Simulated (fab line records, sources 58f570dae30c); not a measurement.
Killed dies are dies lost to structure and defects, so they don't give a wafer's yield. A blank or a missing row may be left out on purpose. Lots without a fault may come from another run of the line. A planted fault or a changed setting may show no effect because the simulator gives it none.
fab line records | flow berkeley_cmos170
record lots=6 wafers=18 last_day=11
route steps=331 shown M2@277 V2@292
lots that met no fault: from a run of the same line without faults
start_h: hours from the record's first day to the start of the lot's first wafer shown | wait_h: hours since the lot's step before | " the same as in the row above | L1.1+2: a row that stands for several wafers | - no value, or no start given | * or withheld: withheld | < > ~ a bound
route shown NAME@n: a module of which the file shows steps, and the number in the route of the first | usual: mean/standard deviation of fault-free wafers | same: alike in all rows | chamber/n: place in a boat | sites: the reading at each site | _std_site: their standard deviation | _edge_site: outer sites' mean less inner sites' | radius_mm: how far each site lies from the wafer's centre | mask NAME#n: copy n | behind: the tool/chamber that last shaped the wafer | hold: why the lot was held/for how many hours/how that ended | device: the transistor (n, p or np) that didn't switch | end of line: the same wafers' tests at the end of the route | a step without rows: its recipe alone | killed: dies lost to structure and defects at the first sort, not the wafer's yield | map: a wafer's dies, x killed, . not, _ none there
set.NAME: the setting as run; set.NAME@STEP: as run at that earlier step | model.NAME: the simulator's own value behind a step, which no gauge read
lots at some steps of the route; a table a step, a row a wafer
services: from which hour (start_h, from the record's first day; less than 0 if before it) a tool's chamber was out of use, for how many hours, and why
## steps
# step UCB170_M2_SOFTBAKE_06
# recipe resist=KrF temp_c=130 time_s=60
# step UCB170_M2_STRIP_07
# recipe chemistry=O2 power_w=400 pressure_mtorr=3500 platen_temp_c=withheld o2_flow_sccm=400 overash_fraction=0.5
# usual drypump_motor_current_A=5.8/0.33 oes_product_au=0.735/0.0046 strip_time_to_endpoint_s=21.93/0.057
# columns lot.wafer tool chamber start_h wait_h drypump_motor_current_A oes_product_au rf_hours_counter_h strip_time_to_endpoint_s
L693.3 plasma_asher-02 0 205.17 0.1 6.0 0.733 - 21.95
L693.5 " 1 " " 5.9 0.736 - 21.93
L693.6 " 0 " " 6.0 0.734 - 21.93
L696.1 plasma_asher-01 0 210.60 0.1 5.5 0.730 52 22.04
L696.5 " 1 " " 6.3 0.727 - 22.04
L696.6 " 0 " " 5.5 0.737 - 21.99
L705.1 plasma_asher-04 0 232.75 0.1 6.1 0.734 13 21.92
L705.2 " 1 " " 5.2 0.732 13 21.95
L705.4 " 1 " " 5.2 0.735 - 21.91
L706.3 plasma_asher-04 0 241.72 0.1 6.0 0.735 - 21.84
L706.5 " 1 " " 5.2 0.741 - 21.87
L706.6 " 0 " " 6.1 0.732 - 21.84
L711.1 plasma_asher-04 1 260.61 0.1 5.3 0.733 17 21.82
L711.5 " 0 " " 6.1 0.741 - 21.81
L711.6 " 1 " " 5.3 0.738 - 21.84
L710.1 plasma_asher-01 1 261.71 0.1 6.3 0.738 58 21.94
L710.2 " 0 " " 5.5 0.733 58 21.89
L710.6 " 1 " " 6.2 0.736 - 21.92
# step UCB170_M2_STRIP_08
# recipe chemistry=DMSO temp_c=80 time_s=600 material=KrF
# step UCB170_M2_COAT_09
# recipe resist=BARC temp_c=withheld time_s=withheld spin_rpm=3000 resist_thk_nm=withheld
# step UCB170_M2_COAT_10
# recipe resist=KrF spin_rpm=1500 resist_thk_nm=900
# step UCB170_M2_SOFTBAKE_11
# recipe resist=KrF temp_c=130 time_s=60
# step UCB170_M2_EXPOSE_12
# recipe mask_id=METAL2 target_cd_nm=700 na=0.5 sigma_outer=0.6 source_shape=conventional dose_mj=26
# step UCB170_M2_PEB_13
# recipe peb_temp_c=130 peb_time_s=withheld resist=KrF
# step UCB170_M2_DEVELOP_14
# recipe developer=TMAH develop_time_s=45 resist=KrF dev_temp_c=21
# step UCB170_M2_CD_MEAS_15
# recipe target_cd_nm=700
# usual cd_nm=699.6/1.6
# columns lot.wafer tool chamber start_h wait_h cd_nm
L693.3 cd_sem-01 - 207.03 - 699.5
L693.5 " - " " 698.9
L693.6 " - " " 699.4
L696.1 cd_sem-02 - 213.23 - 700.7
L696.5 " - " " 701.6
L696.6 " - " " 702.0
L705.1 cd_sem-01 - 234.30 - 700.6
L705.2 " - " " 702.4
L705.4 " - " " 701.8
L706.3 cd_sem-01 - 243.02 - 700.9
L706.5 " - " " 703.0
L706.6 " - " " 701.5
L711.1 cd_sem-01 - 262.43 - 700.7
L711.5 " - " " 700.3
L711.6 " - " " 699.7
L710.1 cd_sem-01 - 262.95 - 701.6
L710.2 " - " " 701.2
L710.6 " - " " 701.7
# step UCB170_M2_OVL_MEAS_16
# usual M2_OVL=-7/4.9
# columns lot.wafer tool chamber start_h wait_h M2_OVL[nm]
L693.3 overlay-01 - 207.12 0.1 -9
L693.5 " - " " -1
L693.6 " - " " -2
L696.1 overlay-01 - 213.35 0.1 -12
L696.5 " - " " -4
L696.6 " - " " -13
L705.1 overlay-01 - 234.42 0.1 -4
L705.2 " - " " -6
L705.4 " - " " -3
L706.3 overlay-02 - 243.11 0.1 -10
L706.5 " - " " -9
L706.6 " - " " -8
L711.1 overlay-01 - 262.55 0.1 -16
L711.5 " - " " -15
L711.6 " - " " -12
L710.1 overlay-02 - 263.07 0.1 -9
L710.2 " - " " -5
L710.6 " - " " -7
# step UCB170_M2_ETCH_17
# recipe chemistry=N2/H2 target_depth_a=withheld overetch_a=withheld target=BARC time_s=withheld source_w=500 bias_w=100 pressure_mtorr=30 n2_flow_sccm=100 h2_flow_sccm=200
# usual drypump_motor_current_A=5.6/0.34 oes_product_au=1.003/0.022 throttle_valve_pct=13.29/0.16
# columns lot.wafer tool chamber start_h wait_h drypump_motor_current_A oes_product_au throttle_valve_pct
L693.3 rie_diel-02 2 207.14 0.0 5.0 0.981 13.28
L693.5 " 0 " " 6.0 0.978 13.34
L693.6 " 3 " " 5.2 1.015 13.42
L696.1 rie_diel-01 0 213.38 0.0 5.8 1.014 13.22
L696.5 " 3 " " 5.1 1.011 13.61
L696.6 " 2 " " 5.8 0.978 13.21
L705.1 rie_diel-02 1 234.46 0.0 6.3 1.047 13.31
L705.2 " 3 " " 5.2 1.004 13.44
L705.4 " 2 " " 5.0 0.983 13.27
L706.3 rie_diel-04 1 243.14 0.0 6.2 0.964 13.40
L706.5 " 0 " " 5.8 0.998 13.17
L706.6 " 3 " " 5.7 0.987 13.41
L711.1 rie_diel-04 0 262.59 0.0 5.8 0.999 13.19
L711.5 " 0 " " 5.9 0.998 13.19
L711.6 " 1 " " 6.2 0.965 13.37
L710.1 rie_diel-02 1 263.11 0.0 6.3 1.038 13.29
L710.2 " 0 " " 6.0 1.001 13.34
L710.6 " 2 " " 5.0 0.982 13.28
# step UCB170_M2_METAL_ETCH_18
# recipe chemistry=Cl2/BCl3 target=Al stop_on=SiO2 pressure_mtorr=12 target_depth_a=11700 over_etch_frac=0.3 time_s=195 icp_w=584.1 bias_w=120 Cl2_flow_sccm=90 bcl3_flow_sccm=45
# usual drypump_motor_current_A=5.6/0.34 oes_product_au=0.860/0.0096 throttle_valve_pct=24.42/0.29
# same time_s=195
# columns lot.wafer tool chamber start_h wait_h drypump_motor_current_A oes_product_au rf_hours_counter_h throttle_valve_pct model.KrF_of_M2_COAT_10.thk_nm model.M2.feature_depth_nm model.etch.depth_nm
L693.3 rie_metal-01 0 207.31 - 5.3 0.860 - 24.17 240.3 956.4 902.2
L693.5 " 0 " " 5.3 0.863 - 24.17 242.4 966.8 912.7
L693.6 " 0 " " 5.4 0.857 - 24.16 236.2 957.6 903.3
L696.1 rie_metal-04 1 213.42 - 6.0 0.848 8 24.79 204.2 979 921.8
L696.5 " 0 " " 5.9 0.861 - 24.63 189.1 984.6 927
L696.6 " 1 " " 6.0 0.852 - 24.81 203 985.6 928.4
L705.1 rie_metal-01 0 234.50 - 5.3 0.862 7 24.17 233.5 958.6 903.8
L705.2 " 1 " " 5.4 0.857 1 24.02 379.8 882 882
L705.4 " 0 " " 5.4 0.858 - 24.17 232.8 944.8 889.9
L706.3 rie_metal-01 0 243.24 - 5.3 0.865 - 24.17 241.7 971 917.1
L706.5 " 0 " " 5.3 0.863 - 24.18 234 962 907.4
L706.6 " 1 " " 5.4 0.842 - 24.01 378.3 871 871
L711.1 rie_metal-02 1 262.63 - 5.2 0.860 6 24.62 232 966.2 912.1
L711.5 " 0 " " 6.0 0.874 - 24.26 216.1 967.6 911.7
L711.6 " 1 " " 5.2 0.865 - 24.62 227.7 968.3 913.9
L710.1 rie_metal-04 0 263.15 - 5.9 0.863 3 24.66 196.9 967.6 910.4
L710.2 " 1 " " 6.0 0.847 9 24.83 197.5 965.4 907.8
L710.6 " 0 " " 5.9 0.853 - 24.66 198.4 963.1 906.2
# step UCB170_M2_STRIP_19
# recipe chemistry=O2 power_w=400 pressure_mtorr=3500 platen_temp_c=withheld o2_flow_sccm=400 overash_fraction=0.5
# usual drypump_motor_current_A=5.8/0.36 oes_product_au=0.549/0.017
# columns lot.wafer tool chamber start_h wait_h drypump_motor_current_A oes_product_au rf_hours_counter_h
L693.3 plasma_asher-04 0 207.59 0.2 6.1 0.569 -
L693.5 " 0 " " 6.1 0.584 -
L693.6 " 1 " " 5.2 0.569 -
L696.1 plasma_asher-01 1 213.61 0.1 6.3 0.532 52
L696.5 " 0 " " 5.6 0.525 -
L696.6 " 1 " " 6.3 0.540 -
L705.1 plasma_asher-01 1 234.69 0.1 6.2 0.570 55
L705.2 " 0 " " 5.6 0.714 55
L705.4 " 0 " " 5.6 0.568 -
L706.3 plasma_asher-04 0 243.40 0.1 6.1 0.575 -
L706.5 " 1 " " 5.2 0.565 -
L706.6 " 0 " " 6.1 0.714 -
L711.1 plasma_asher-04 0 262.82 0.1 6.1 0.563 17
L711.5 " 1 " " 5.2 0.547 -
L711.6 " 0 " " 6.1 0.558 -
L710.1 plasma_asher-02 1 263.34 0.1 5.9 0.532 55
L710.2 " 0 " " 6.0 0.526 55
L710.6 " 0 " " 6.0 0.531 -
# step UCB170_M2_CD_MEAS_90
# recipe target_cd_nm=700
# usual cd_nm=699.2/2.8
# columns lot.wafer tool chamber start_h wait_h cd_nm
L693.3 cd_sem-02 - 207.70 0.1 700.8
L693.5 " - " " 699.7
L693.6 " - " " 698.6
L696.1 cd_sem-01 - 213.71 0.1 697.6
L696.5 " - " " 697.9
L696.6 " - " " 697.0
L705.1 cd_sem-01 - 234.79 0.1 701.3
L705.2 " - " " 709.1
L705.4 " - " " 703.0
L706.3 cd_sem-02 - 243.51 0.1 703.1
L706.5 " - " " 698.7
L706.6 " - " " 706.1
L711.1 cd_sem-02 - 262.92 0.1 703.4
L711.5 " - " " 703.7
L711.6 " - " " 702.7
L710.1 cd_sem-02 - 263.44 0.1 698.2
L710.2 " - " " 698.2
L710.6 " - " " 702.2
# step UCB170_V2_CVD_00
# recipe material=SiO2 target_thk_nm=2000 temp_c=390 precursor=TEOS/O2 time_s=250 rf_w=550 pressure_mtorr=9000
# usual heater_power_w=247/60
# same time_s=250
# columns lot.wafer tool chamber start_h wait_h heater_power_w since_wet_clean_h
L693.3 pecvd-03 2 207.78 0.1 161 179
L693.5 " 1 " " 353 -
L693.6 " 0 " " 284 -
L696.1 pecvd-04 0 213.83 0.1 225 399
L696.5 " 0 " " 249 -
L696.6 " 1 " " 347 -
L705.1 pecvd-04 1 234.91 0.1 354 420
L705.4 " 0 " " 181 -
L706.3 pecvd-01 0 243.59 0.1 213 322
L706.5 " 2 " " 265 -
L711.1 pecvd-04 0 263.04 0.1 243 7
L711.5 " 2 " " 143 -
L711.6 " 0 " " 175 -
L710.1 pecvd-01 2 263.56 0.1 334 342
L710.2 " 0 " " 279 342
L710.6 " 1 " " 233 -
## services
# columns tool chamber start_h hours kind
rie_metal-01 1 195.96 - clean
rie_metal-01 1 195.96 26.7 scheduled_down
rie_metal-01 1 195.96 26.7 vent_cycle
pecvd-04 2 212.44 4.9 repair
rie_diel-02 0 229.17 12.2 repair
plasma_asher-01 - 236.54 6.1 repair
pecvd-01 - 236.62 0.8 repair
pecvd-04 - 242.50 14.0 pm
pecvd-04 0 242.50 14.0 vent_cycle
pecvd-04 1 242.50 14.0 vent_cycle
pecvd-04 2 242.50 14.0 vent_cycle
pecvd-01 - 244.71 1.4 repair
pecvd-04 0 256.50 - clean
pecvd-04 1 256.50 - clean
pecvd-04 2 256.50 - clean
## key
first_sign step=UCB170_M2_STRIP_19 reading=oes_product_au direction=up sigmas=9.5 usual=0.549 struck=0.714
effect step=UCB170_M2_CD_MEAS_90 reading=cd_nm direction=up sigmas=3 usual=699.2 struck=707.6
model_effect step=UCB170_M2_METAL_ETCH_18 value=KrF_of_M2_COAT_10.thk_nm without=208.6 struck=379
met_at UCB170_M2_METAL_ETCH_18
struck_wafers L705.2,L706.6
later_rows_left_out L705.2,L706.6
sort_left_out L705.2,L706.6
fault kind=process_parameter_drift tool=rie_metal-01 chamber=1 onset_h=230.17 steps=UCB170_M2_METAL_ETCH_18 channel=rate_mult offset=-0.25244 shape=step end_h=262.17
# sort_left_out: the simulated sort isn't trusted on such a fault, so these wafers' sort isn't shown, and their yield isn't known
# later_rows_left_out: the simulator's readings of these wafers behind a module that went badly wrong aren't trusted and aren't shown, but for the sort
